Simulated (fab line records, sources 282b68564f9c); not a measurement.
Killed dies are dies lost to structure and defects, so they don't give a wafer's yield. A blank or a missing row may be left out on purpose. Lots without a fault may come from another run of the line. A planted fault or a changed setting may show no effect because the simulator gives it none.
Which tool did it? | flow rit_cmos | 15 lots, 45 wafers sampled, at 2 steps of a route of 202

WHAT THE GAUGES READ, wafer by wafer
RIT_FOX1_THK_MEAS_01.
lot  | measured    | on            | FOX1_OXIDE_THK (nm)
L801 | day 1 19:57 | film_metro-02 | 363 371 369
L802 | day 2 02:20 | film_metro-02 | 351 354 352
L803 | day 2 07:24 | film_metro-01 | 337 342 343
L804 | day 2 11:11 | film_metro-02 | 343 353 354
L805 | day 2 15:31 | film_metro-04 | 355 352 355
L806 | day 2 19:15 | film_metro-04 | 349 347 354
L808 | day 3 06:07 | film_metro-02 | 340 337 346
L809 | day 3 10:52 | film_metro-04 | 344 338 347
L810 | day 3 16:26 | film_metro-04 | 307 310 307
L811 | day 3 21:53 | film_metro-04 | 309 308 311
L813 | day 4 09:51 | film_metro-02 | 338 339 342
L814 | day 4 11:59 | film_metro-04 | 310 302 308
L816 | day 4 22:27 | film_metro-01 | 344 344 352
L818 | day 5 08:32 | film_metro-01 | 364 362 364
L824 | day 6 14:55 | film_metro-04 | 337 340 336

WHICH TOOL RAN EACH LOT (tool, then ch and the chambers of the sampled wafers, then the start)
lot  | RIT_FOX1_OXIDATION_00
L801 | furnace-01 ch 0, day 1 18:37
L802 | furnace-01 ch 0, day 2 01:01
L803 | furnace-01 ch 0, day 2 06:04
L804 | furnace-04 ch 0, day 2 09:52
L805 | furnace-04 ch 0, day 2 14:11
L806 | furnace-01 ch 0, day 2 17:55
L808 | furnace-01 ch 0, day 3 04:48
L809 | furnace-01 ch 0, day 3 09:32
L810 | furnace-04 ch 0, day 3 15:08
L811 | furnace-04 ch 0, day 3 20:34
L813 | furnace-01 ch 0, day 4 08:32
L814 | furnace-04 ch 0, day 4 10:40
L816 | furnace-03 ch 0, day 4 21:08
L818 | furnace-01 ch 0, day 5 07:13
L824 | furnace-01 ch 0, day 6 13:35
- RIT_FOX1_OXIDATION_00: target thk 350.7 nm, ox time 1130 s.

WHAT THE TOOLS THEMSELVES READ (means of the sampled wafers that have a number; where no wafer has one, the mark that the record gives instead)
RIT_FOX1_OXIDATION_00.
lot  | tool       | ox_temp_c_max
L801 | furnace-01 | 1104.6
L802 | furnace-01 | 1104.5
L803 | furnace-01 | 1104.4
L804 | furnace-04 | 1102.9
L805 | furnace-04 | 1102.4
L806 | furnace-01 | 1104.6
L808 | furnace-01 | 1104.3
L809 | furnace-01 | 1104.3
L810 | furnace-04 | 1102.9
L811 | furnace-04 | 1103.0
L813 | furnace-01 | 1105.1
L814 | furnace-04 | 1102.9
L816 | furnace-03 | 1105.5
L818 | furnace-01 | 1104.2
L824 | furnace-01 | 1104.1

THE ANSWER, worked out from the rows above alone
Rule: what is usual is taken from the lots themselves. Put in order of their means at a reading, lots are off if they are a third of the lots or fewer, leave a main group of 4 or more, and stand apart from it by a gap of 3 or more times the standard deviation of the main group's means; of several such gaps the widest counts. A main group whose means are all the same, to the digits that the tables above print for the reading, isn't used. A lot without any number at a reading at which 4 lots or more have one is off too. The other lots that the step has rows for count as sound. The gauges are gone through in route order, then the tools' own readings, and for those a lot's mean is taken as printed above. The first step at which some lot is off is used, and at that step the reading that is off furthest; a lot without a number counts as furthest.
Off: L810, L811, L814, at RIT_FOX1_THK_MEAS_01 (FOX1_OXIDE_THK). The main group: mean 349 nm, standard deviation 9.
A tool fits if, at a process step before that reading, it ran every lot that is off, and no sound lot after the first of them. The gauges at RIT_FOX1_THK_MEAS_01 are tried like those tools. One fits: furnace-04 at RIT_FOX1_OXIDATION_00. Its last sound lot is L805 (day 2 14:11), its first lot that is off L810 (day 3 15:08): a fault that began between those two fits.

WHAT THE SIMULATOR HAD PUT IN
Process parameter drift: furnace-04, from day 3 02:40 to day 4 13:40, at RIT_FOX1_OXIDATION_00. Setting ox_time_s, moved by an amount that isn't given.
Lots struck among those shown: L810, L811, L814. The rule above found the same.
